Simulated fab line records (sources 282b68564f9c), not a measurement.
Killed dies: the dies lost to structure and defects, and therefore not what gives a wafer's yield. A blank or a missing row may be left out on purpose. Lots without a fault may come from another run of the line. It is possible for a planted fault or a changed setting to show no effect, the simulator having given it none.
Problem report, 8D (eight disciplines) form, completed by code -- flow rit cmos -- the parts of the form that need people (team, actions taken, sign-off) are left out

== 1. THE PROBLEM ==
Wafers free of any fault read 47.2 nm (standard deviation 1) for ACTIVE_OXIDE_THK at RIT_ACTIVE_THK_MEAS_02, against a mean of 29.7 nm on 9 wafers of 3 lots. Relative to the usual mean, that is a shift of -18 standard deviations.
First seen on wafer L836.1, day 2 13:04, on film metro-04. The record holds 45 wafers of 15 lots with a number at this step. By rule, "out" or "out of limits" means more than 4 standard deviations away from the usual mean. The rest of the wafers with a number are treated as sound.

== 2. WHAT IT IS; WHAT IT IS NOT ==
question,is,is not
which readings at this step,ACTIVE_OXIDE_THK,-
which lots,"L836, L837, L839","L831, L832, L833, L845, L846, L847, L848, L850, L851, L852, L853, L854"
which wafers of those lots,all that have a number,-
read on which gauges,film metro-04,"film metro-02, film metro-03"
when,from day 2 13:04,"up to then (9 sound wafers); but 27 sound wafers of L845, L846, L847, L848, L850, L851, L852, L853, L854 came after"

== 3. WHAT RULES OUT EACH SUSPECT ==
Counting: a tool at a process step up to the reading stays a suspect if it ran every lot that is out and no sound lot after the first of them.
- the gauge at RIT_ACTIVE_THK_MEAS_02: kept. All the wafers that are out were read on film metro-04, and no step on other tools shows them out.
- furnace-03 at RIT_ACTIVE_OXIDATION_01 (target thk 46.8 nm, ox time 3360 s): ruled out as a lasting fault. Sound lots L851, L852, L854 ran on it after its first lot that is out, L836 (day 2 11:08).
After counting, what remains is film metro-04 at RIT_ACTIVE_THK_MEAS_02.

== 4. THE CAUSE (what the simulator had put in) ==
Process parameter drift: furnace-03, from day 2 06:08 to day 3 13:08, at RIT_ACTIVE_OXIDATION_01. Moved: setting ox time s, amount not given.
Counting ruled it out, wrongly: the rule takes a fault to strike every lot that its tool runs from its start on, and this one did not.

== 5. SEQUENCE OF EFFECTS, ordered by route ==
Each row: a reading where the mean over the struck wafers with a number is more than 3 standard deviations away from the usual. Readings are gone through only where the record gives a usual standard deviation; hours: the median, over the lots, of the time from a lot's start at the first step in this table giving one to that lot's start at this step; sigmas: the change measured in usual standard deviations.
hours,step,reading,usual,on struck wafers,change,sigmas
0,RIT_ACTIVE_THK_MEAS_02,ACTIVE_OXIDE_THK,47.2 nm,29.7,-17.5,-18
At these later measuring or inspecting steps, every struck wafer for which the step has a row has a number for every such reading, and none has moved that far: RIT_NWELL_OVL_MEAS_06, RIT_WELLDRIVE_RS_MEAS_02.

== 6. HOW IT WOULD HAVE BEEN CAUGHT EARLIER ==
Counted from the fault's start at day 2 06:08, it took 7 hours until the first out-of-limits reading at a measuring or inspecting step in this record, taken at day 2 13:04.
Tool readings at RIT_ACTIVE_OXIDATION_01 with a usual standard deviation given in the record: none out on any struck wafer, hence no alarm at a limit of 4 standard deviations on them.
